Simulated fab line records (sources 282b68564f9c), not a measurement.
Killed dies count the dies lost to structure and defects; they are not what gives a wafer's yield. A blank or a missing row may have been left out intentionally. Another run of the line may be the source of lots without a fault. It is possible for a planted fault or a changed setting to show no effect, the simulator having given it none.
Which tool did it? -- flow rit cmos -- 14 lots, 42 wafers sampled, at 5 steps of a route of 202

== WHAT THE GAUGES SHOWED, per wafer ==
RIT_FOX2_THK_MEAS_01. Usual: for FOX2_OXIDE_THK the level is 347 nm and the standard deviation is 7.
lot,measured,on,FOX2_OXIDE_THK (nm),flag
L298,day 1 18:41,film metro-02,359 353 358,
L299,day 2 00:31,film metro-02,335 335 329,
L300,day 2 04:23,film metro-04,344 341 343,
L301,day 2 10:17,film metro-04,348 350 352,
L302,day 2 14:20,film metro-04,339 336 350,
L303,day 2 21:07,film metro-02,345 346 347,
L305,day 3 05:54,film metro-04,355 356 350,
L306,day 3 10:50,film metro-04,348 341 341,
L308,day 3 20:23,film metro-02,347 340 340,
L309,day 4 01:27,film metro-02,348 353 352,
L311,day 4 11:23,film metro-03,342 342 340,
L317,day 5 18:54,film metro-02,351 351 354,
L318,day 6 00:51,film metro-02,353 352 348,
L320,day 6 08:19,film metro-03,344 348 341,

RIT_PRETRO_TW_MEAS_10. Usual: for PRETRO_TW the level is 476.1 and the standard deviation is 2.7.
lot,measured,on,PRETRO_TW,flag
L298,day 2 08:14,film metro-02,477.1 478.7 476.6,
L299,day 2 13:18,film metro-01,471.1 472.1 472.2,
L300,day 2 18:20,film metro-02,477.9 479.6 476.6,
L301,day 2 23:09,film metro-02,475.2 478.8 477.8,
L302,day 3 03:23,film metro-02,477.1 478.4 473.7,
L303,day 3 09:42,film metro-02,475.4 477.1 479.7,
L305,day 3 19:07,film metro-02,475.8 475.2 476.6,
L306,day 4 00:09,film metro-02,475.4 475.3 476.2,
L308,day 4 08:52,film metro-01,472.6 475.5 473.2,
L309,day 4 14:09,film metro-01,472.5 473.5 472.1,
L311,day 5 00:10,film metro-04,478.1 476.9 478.7,
L317,day 6 07:56,film metro-04,476.3 475.3 474.2,
L318,day 6 13:38,film metro-02,420.7 419.4 419.8 418.7 418.6 418.8,OFF
L320,day 6 21:07,film metro-01,420.4 417.4 418.6 421.0 421.2 419.6,OFF

RIT_NLDD_OVL_MEAS_06. Usual: for NLDD_OVL the level is -0.6 nm and the standard deviation is 1.2.
lot,measured,on,NLDD_OVL (nm),flag
L298,day 2 17:31,overlay-01,-0.8 0.3 -1.2,
L299,day 2 23:12,overlay-02,-0.8 -0.4 -1.0,
L300,day 3 04:03,overlay-01,-0.4 -1.6 0.4,
L301,day 3 08:35,overlay-02,0.1 1.0 0.9,
L302,day 3 12:31,overlay-01,-2.2 -0.1 -2.1,
L303,day 3 19:00,overlay-02,-1.9 -0.1 -1.1,
L305,day 4 05:08,overlay-01,-1.6 -0.8 -1.3,
L306,day 4 10:11,overlay-02,-0.6 -1.7 -1.5,
L308,day 4 19:38,overlay-01,-0.4 1.8 1.0,
L309,day 5 00:12,overlay-02,-2.0 -2.7 -1.2,
L311,day 5 14:37,overlay-02,0.0 0.2 1.3,
L317,day 6 17:23,overlay-02,-0.4 -1.2 0.7,
L318,day 7 16:19,overlay-01,-3.1 -3.1 -2.9,
L320,day 7 14:16,overlay-02,-1.9 -1.7 -0.2,

== EACH LOT AND THE TOOL THAT RAN IT (in order: tool; ch and the chambers of the sampled wafers; start) ==
lot,RIT_NWELL_STRIP_09,RIT_PRETRO_IMPLANT_08
L298,"plasma asher-03 ch 0,1, day 1 21:07","implanter-04 ch 0, day 2 07:56"
L299,"plasma asher-04 ch 0,1, day 2 02:50","implanter-03 ch 0, day 2 12:59"
L300,"plasma asher-04 ch 0,1, day 2 06:44","implanter-03 ch 0, day 2 18:01"
L301,"plasma asher-04 ch 0,1, day 2 12:40","implanter-01 ch 0, day 2 22:50"
L302,"plasma asher-04 ch 0,1, day 2 16:36","implanter-01 ch 0, day 3 03:04"
L303,"plasma asher-04 ch 1, day 2 23:28","implanter-04 ch 0, day 3 09:22"
L305,"plasma asher-02 ch 0,1, day 3 08:11","implanter-01 ch 0, day 3 18:49"
L306,"plasma asher-04 ch 0,1, day 3 13:12","implanter-01 ch 0, day 3 23:52"
L308,"plasma asher-02 ch 0, day 3 22:38","implanter-01 ch 0, day 4 08:34"
L309,"plasma asher-04 ch 0,1, day 4 03:49","implanter-01 ch 0, day 4 13:49"
L311,"plasma asher-04 ch 0,1, day 4 13:48","implanter-01 ch 0, day 4 23:52"
L317,"plasma asher-03 ch 0,1, day 5 21:19","implanter-01 ch 0, day 6 07:38"
L318,"plasma asher-04 ch 0,1, day 6 03:16","implanter-03 ch 0, day 6 13:22"
L320,"plasma asher-02 ch 0,1, day 6 10:41","implanter-03 ch 0, day 6 20:47"
- RIT_NWELL_STRIP_09: strips in O2, time 180 s.
- RIT_PRETRO_IMPLANT_08

== WHAT THE TOOLS THEMSELVES READ (means of the sampled wafers that have a number; where no wafer has one, the mark that the record gives instead) ==
RIT_NWELL_STRIP_09. Usual: drypump motor current A 5.9 A, standard deviation 0.48; rf refl power W 6.8 W, standard deviation 1.7.
lot,tool,drypump motor current A (A),rf refl power W (W),flag
L298,plasma asher-03,5.6,5.0,
L299,plasma asher-04,6.3,6.2,
L300,plasma asher-04,6.3,7.3,
L301,plasma asher-04,6.3,7.2,
L302,plasma asher-04,6.3,6.2,
L303,plasma asher-04,6.3,5.4,
L305,plasma asher-02,5.4,8.3,
L306,plasma asher-04,6.3,7.1,
L308,plasma asher-02,5.4,9.7,
L309,plasma asher-04,6.3,7.3,
L311,plasma asher-04,6.3,6.2,
L317,plasma asher-03,5.2,5.6,
L318,plasma asher-04,6.3,7.3,
L320,plasma asher-02,5.5,6.7,

RIT_PRETRO_IMPLANT_08. Usual: beam on s 10.03 s, standard deviation 0.19; dose ions cm2 1.1996e+13, standard deviation 1.3e+10; faraday current uA 37.9, standard deviation 0.74; tilt deg 7.003 degrees, standard deviation 0.022.
lot,tool,beam on s (s),dose ions cm2,faraday current uA,tilt deg (degrees),flag
L298,implanter-04,9.99,1.1988e+13,38.1,7.011,
L299,implanter-03,10.18,1.1997e+13,37.6,6.984,
L300,implanter-03,10.10,1.1984e+13,37.7,6.989,
L301,implanter-01,10.00,1.1987e+13,37.9,7.001,
L302,implanter-01,9.88,1.1994e+13,38.6,7.021,
L303,implanter-04,10.08,1.1991e+13,37.8,7.028,
L305,implanter-01,10.17,1.1985e+13,37.5,7.009,
L306,implanter-01,9.98,1.1992e+13,38.0,6.992,
L308,implanter-01,10.16,1.1993e+13,37.4,6.990,
L309,implanter-01,9.92,1.2005e+13,38.3,6.965,
L311,implanter-01,10.14,1.1999e+13,37.6,7.015,
L317,implanter-01,10.15,1.2005e+13,37.5,7.024,
L318,implanter-03,10.10,8.0320e+12,25.3,6.984,OFF
L320,implanter-03,10.02,8.0443e+12,25.5,7.012,OFF

== THE ANSWER, worked out from the rows above alone ==
Rule: take the mean of a lot's wafers that have a number; if it is more than 3 standard deviations from the usual mean, the lot is off. Also off: a lot with no number at a reading for which 4 or more lots have one. Where the step has rows for the other lots, those lots are counted as sound. Order of review: gauges by route order, followed by the tools' own readings, for which a lot's mean as printed above is used. At the first step where some lot is off, the reading lying furthest off is the one used; lots without a number count as furthest.
Off: at RIT_PRETRO_TW_MEAS_10 (PRETRO_TW), L318, L320.
If a tool, at a process step before that reading, ran all the lots that are off and no sound lot after the first of them, it fits. Not tried: the gauges at RIT_PRETRO_TW_MEAS_10; whatever is off there is also off at RIT_PRETRO_IMPLANT_08, on other tools, and gauge error can't account for it. One fits: implanter-03 at RIT_PRETRO_IMPLANT_08. A fault onset in the window from L300 (day 2 18:01, its last sound lot) to L318 (day 6 13:22, its first lot off) fits.
The tool's own readings at RIT_PRETRO_IMPLANT_08 bear it out: on the lots that are off they differ by more than 5 times the standard deviation of the sound lots' means. dose ions cm2 reads 8.0382e+12 there against 1.1993e+13 on the sound lots; faraday current uA reads 25.4 there against 37.8 on the sound lots.

== WHAT THE SIMULATOR PUT IN ==
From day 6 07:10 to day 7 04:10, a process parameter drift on implanter-03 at RIT_PRETRO_IMPLANT_08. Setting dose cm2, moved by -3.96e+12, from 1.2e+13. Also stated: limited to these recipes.
Lots struck among those shown: L318, L320. The rule above reached the same finding.
